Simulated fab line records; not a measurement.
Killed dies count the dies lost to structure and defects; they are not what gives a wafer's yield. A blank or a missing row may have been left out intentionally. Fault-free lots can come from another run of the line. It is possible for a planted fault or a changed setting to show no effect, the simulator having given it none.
Which tool is to blame? ; flow berkeley cmos170 ; 21 wafers from 7 lots sampled at 3 of the route's 331 steps

## WHAT THE GAUGES SHOWED, per wafer
UCB170_SDANNEAL_RS_MEAS_05: uses a four-point probe to measure.
lot;measured;on;NLDD_RS (ohm/sq)
L550;day 7 02:29;film metro-02;615.7 612.8 613.0
L551;day 7 12:28;film metro-01;617.6 615.7 616.1
L554;day 8 02:26;film metro-02;614.0 613.5 615.0
L558;day 9 04:16;film metro-03;618.4 617.0 616.6
L561;day 9 05:08;film metro-01;616.3 615.9 617.0
L562;day 9 14:49;film metro-02;616.0 616.9 614.3
L567;day 10 08:35;film metro-01;680.3 680.4 684.3

## WHICH TOOL RAN EACH LOT (tool, then ch and the chambers of the sampled wafers, then the start)
lot;UCB170_NVT_STRIP_08;UCB170_NLDD_IMPLANT_09
L550;plasma asher-04 ch 0,1, day 5 21:16;implanter-01 ch 0, day 6 16:26
L551;plasma asher-04 ch 0,1, day 6 08:35;implanter-03 ch 0, day 7 00:29
L554;plasma asher-02 ch 0, day 6 16:55;implanter-03 ch 0, day 7 13:32
L558;plasma asher-01 ch 0,1, day 7 15:22;implanter-03 ch 0, day 8 14:32
L561;plasma asher-01 ch 0,1, day 7 19:34;implanter-04 ch 0, day 8 16:00
L562;plasma asher-04 ch 0,1, day 8 09:10;implanter-01 ch 0, day 9 03:13
L567;plasma asher-02 ch 0,1, day 9 05:44;implanter-01 ch 0, day 9 22:38
- UCB170_NVT_STRIP_08: strips in O2.
- UCB170_NLDD_IMPLANT_09

## THE ANSWER, worked out from the rows above alone
Rule: what is usual is taken from the lots themselves. The widest of any qualifying gaps counts: lots, ordered by their means at a reading, are off when they make up no more than a third of the lots, leave a main group of 4 or more, and stand apart from it by 3 or more times the standard deviation of that group's means. The tables above print the reading to a certain number of digits; a main group whose means all agree to those digits is not used. A lot without any number at a reading at which 4 lots or more have one is off too. All remaining lots with rows at the step are treated as sound.
Off: at UCB170_SDANNEAL_RS_MEAS_05 (NLDD_RS), L567. Mean 615.7 ohm/sq and standard deviation 1.3 in the main group.
A tool fits if, at a process step before that reading, it ran every lot that is off, and no sound lot after the first of them. The gauges at UCB170_SDANNEAL_RS_MEAS_05 are tried like those tools. Can't be told from this: 3 tools fit, plasma asher-02 at UCB170_NVT_STRIP_08, implanter-01 at UCB170_NLDD_IMPLANT_09, film metro-01 at UCB170_SDANNEAL_RS_MEAS_05.

## WHAT THE SIMULATOR HAD INSERTED
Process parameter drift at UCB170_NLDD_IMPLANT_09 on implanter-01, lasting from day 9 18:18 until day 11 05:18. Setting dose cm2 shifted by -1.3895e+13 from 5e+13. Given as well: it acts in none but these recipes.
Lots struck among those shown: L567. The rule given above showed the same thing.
